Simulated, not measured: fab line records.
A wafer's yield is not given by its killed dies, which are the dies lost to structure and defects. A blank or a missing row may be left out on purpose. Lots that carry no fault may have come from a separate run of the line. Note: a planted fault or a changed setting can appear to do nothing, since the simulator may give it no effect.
Check for tools in common | flow rit cmos | Sampled: 8 lots, 24 wafers

WHY IT WAS OPENED
At RIT_ACTIVE_THK_MEAS_04 the reading ACTIVE_NITRIDE_THK is flagged on 2 of 8 lots. No-fault wafers: 149.8 nm, standard deviation 1.2.
Rule: a lot is flagged in two cases, either no wafer of it has a number, or all its wafers with numbers fall more than 4 standard deviations from that mean. All remaining lots are regarded as sound.

lot  | measured    | on            | ACTIVE_NITRIDE_THK (nm), wafer by wafer | flag
L982 | day 1 13:32 | film metro-02 | 148.0 146.9 147.6                       |
L983 | day 1 18:34 | film metro-03 | 148.0 148.3 148.2                       |
L984 | day 1 23:32 | film metro-02 | 151.0 149.7 149.9                       |
L985 | day 2 04:32 | film metro-04 | 148.5 149.7 148.3                       |
L989 | day 3 00:32 | film metro-04 | 119.4 118.8 118.7                       | FLAGGED
L990 | day 3 05:32 | film metro-04 | 117.5 117.4 117.9                       | FLAGGED
L100 | day 5 07:32 | film metro-03 | 149.8 149.4 150.9                       |
L103 | day 5 22:41 | film metro-02 | 150.4 148.5 149.2                       |
Average over the flagged lots: 118.3 nm; offset from the usual -31.5 nm, equal to -26 standard deviations.

EACH LOT AND THE TOOL IT RAN ON
The record holds 1 process step before the reading, out of a route of 202 steps. Every cell lists first the tool, next ch and the chambers used by the sampled wafers, and last the start.
lot  | flag    | RIT_ACTIVE_CVD_03
L982 |         | lpcvd-02 ch 0, day 1 12:07
L983 |         | lpcvd-02 ch 0, day 1 17:07
L984 |         | lpcvd-01 ch 0, day 1 22:07
L985 |         | lpcvd-02 ch 0, day 2 03:07
L989 | FLAGGED | lpcvd-01 ch 0, day 2 23:07
L990 | FLAGGED | lpcvd-01 ch 1, day 3 04:07
L100 |         | lpcvd-02 ch 0, day 5 06:07
L103 |         | lpcvd-02 ch 1, day 5 21:16
What is done by these steps:
- RIT_ACTIVE_CVD_03: deposits Si3N4 from SiH2Cl2/NH3, target thk 150 nm, time 1500 s.
- RIT_ACTIVE_THK_MEAS_04

FLAGGED AGAINST TOTAL, ONE TOOL AT A TIME (gauges that did the reading follow at the end)
step                   | tool          | lots run | flagged | share of the flagged lots | sound lots run after its first flagged lot
RIT_ACTIVE_CVD_03      | lpcvd-01      | 3        | 2       | all                       | 0
RIT_ACTIVE_CVD_03      | lpcvd-02      | 5        | 0       | none                      | -
RIT_ACTIVE_THK_MEAS_04 | film metro-02 | 3        | 0       | none                      | -
RIT_ACTIVE_THK_MEAS_04 | film metro-03 | 2        | 0       | none                      | -
RIT_ACTIVE_THK_MEAS_04 | film metro-04 | 3        | 2       | all                       | 0

THE TABLE: WHAT IT ALLOWS
In 2 table rows, all flagged lots were run: lpcvd-01 (RIT_ACTIVE_CVD_03), film metro-04 (RIT_ACTIVE_THK_MEAS_04).
- lpcvd-01 at RIT_ACTIVE_CVD_03 ran 3 lots, 2 of them flagged. Its last sound lot is L984 (day 1 22:07), its first flagged lot L989 (day 2 23:07): a fault that began between those two fits.
- film metro-04 at RIT_ACTIVE_THK_MEAS_04 ran 3 lots, 2 of them flagged. Its last sound lot is L985 (day 2 04:32), its first flagged lot L989 (day 3 00:32): a fault that began between those two fits.
These 2 tools cannot be told apart by counting lots, since each of them fits a fault that started at some hour. More lots, or a look at what each step does to the wafer, might.

WHAT WAS PUT IN BY THE SIMULATOR
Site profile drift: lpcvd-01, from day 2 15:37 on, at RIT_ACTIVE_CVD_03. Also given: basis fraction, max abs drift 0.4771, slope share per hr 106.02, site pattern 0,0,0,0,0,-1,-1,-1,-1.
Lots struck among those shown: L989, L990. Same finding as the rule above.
